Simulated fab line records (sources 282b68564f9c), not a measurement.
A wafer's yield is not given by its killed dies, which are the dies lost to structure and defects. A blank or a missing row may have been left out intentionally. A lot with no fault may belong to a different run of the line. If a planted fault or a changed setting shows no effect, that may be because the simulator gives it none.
Code-filled problem report in 8D (eight disciplines) form | flow rit_cmos | the parts of the form that need people (team, actions taken, sign-off) are left out

## 1. WHAT WENT WRONG
Across 2 wafers from 2 lots, CONTACT_TEOS_THK at RIT_CONTACT_THK_MEAS_01 averages 442 nm, while fault-free wafers read 398 nm with a standard deviation of 6.4. That puts it +6.8 standard deviations away from the usual mean.
Seen first at day 5 00:47 on film_metro-04, wafer L823.2. At this step, 42 wafers from 14 lots have a number in the record. By rule, "out" or "out of limits" means more than 4 standard deviations away from the usual mean. The other wafers with a number count as sound.

## 2. WHAT IT IS; WHAT IT IS NOT
question                    | is                           | is not
which readings at this step | CONTACT_TEOS_THK             | -
which lots                  | L823, L826                   | L814, L815, L817, L821, L822, L824, L830, L831, L833, L834, L836, L837
which wafers of those lots  | L823.2, L826.2               | L823.1, L823.4, L826.1, L826.5
read on which gauges        | film_metro-03, film_metro-04 | film_metro-01
when                        | from day 5 00:47             | up to then (17 sound wafers); but 23 sound wafers of L824, L826, L830, L831, L833, L834, L836, L837 came after

## 3. THE SUSPECTS, EACH WITH WHAT RULES IT OUT
Counting: a tool at a process step up to the reading stays a suspect if it ran every lot that is out. Sound lots after the first of them don't rule it out here, since some wafers of a struck lot are sound.
- the gauge at RIT_CONTACT_THK_MEAS_01 is ruled out. The wafers that are out were read on 2 gauges (film_metro-03, film_metro-04).
- pecvd-03 at RIT_CONTACT_CVD_00 (deposits SiO2 from TEOS, target thk 400 nm, time 61 s): kept. Ran every lot that is out, first one L823 (day 5 00:44); last sound lot up to then L817 (day 3 19:17). Its own rf_fwd_power_W readings are out on those wafers.
- pecvd-03, RIT_CONTACT_CVD_00: wafers that are out in chamber 0, sound lot-mates in chambers 1, 2.
After counting, what remains is pecvd-03 at RIT_CONTACT_CVD_00.

## 4. THE CAUSE (what the simulator had put in)
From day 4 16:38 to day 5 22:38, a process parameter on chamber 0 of pecvd-03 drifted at RIT_CONTACT_CVD_00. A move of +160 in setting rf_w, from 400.
Counting left only this tool.

## 5. SEQUENCE OF EFFECTS, ordered by route
Each row: a reading whose mean over the struck wafers that have a number lies more than 3 standard deviations from the usual. Only readings whose record carries a usual standard deviation are examined. hours: median over the lots of the time between each lot's start at the first step of this table that gives one and its start at this step. sigmas: the change, counted in usual standard deviations.
hours | step                    | reading          | usual   | on struck wafers | change | sigmas
0     | RIT_CONTACT_CVD_00      | rf_fwd_power_W   | 396.5 W | 555.8            | +159.3 | +99 or more
0     | RIT_CONTACT_THK_MEAS_01 | CONTACT_TEOS_THK | 398 nm  | 442              | +44    | +6.8
Process steps it contains:
- RIT_CONTACT_CVD_00: deposits SiO2 from TEOS, target thk 400 nm, time 61 s.

## 6. HOW IT WOULD HAVE BEEN CAUGHT EARLIER
The first out-of-limits reading at a measuring or inspecting step in this record came at day 5 00:47, 8 hours after the fault's start at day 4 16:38.
The tool's own readings at RIT_CONTACT_CVD_00 were out on every struck wafer that the step has a row for (rf_fwd_power_W): an alarm limit on them would have fired on the first of those.
L826, from the lots that are out (2), started RIT_CONTACT_CVD_00 on pecvd-03 later than day 5 00:47. Had the tool been put on hold then, it would have been spared.
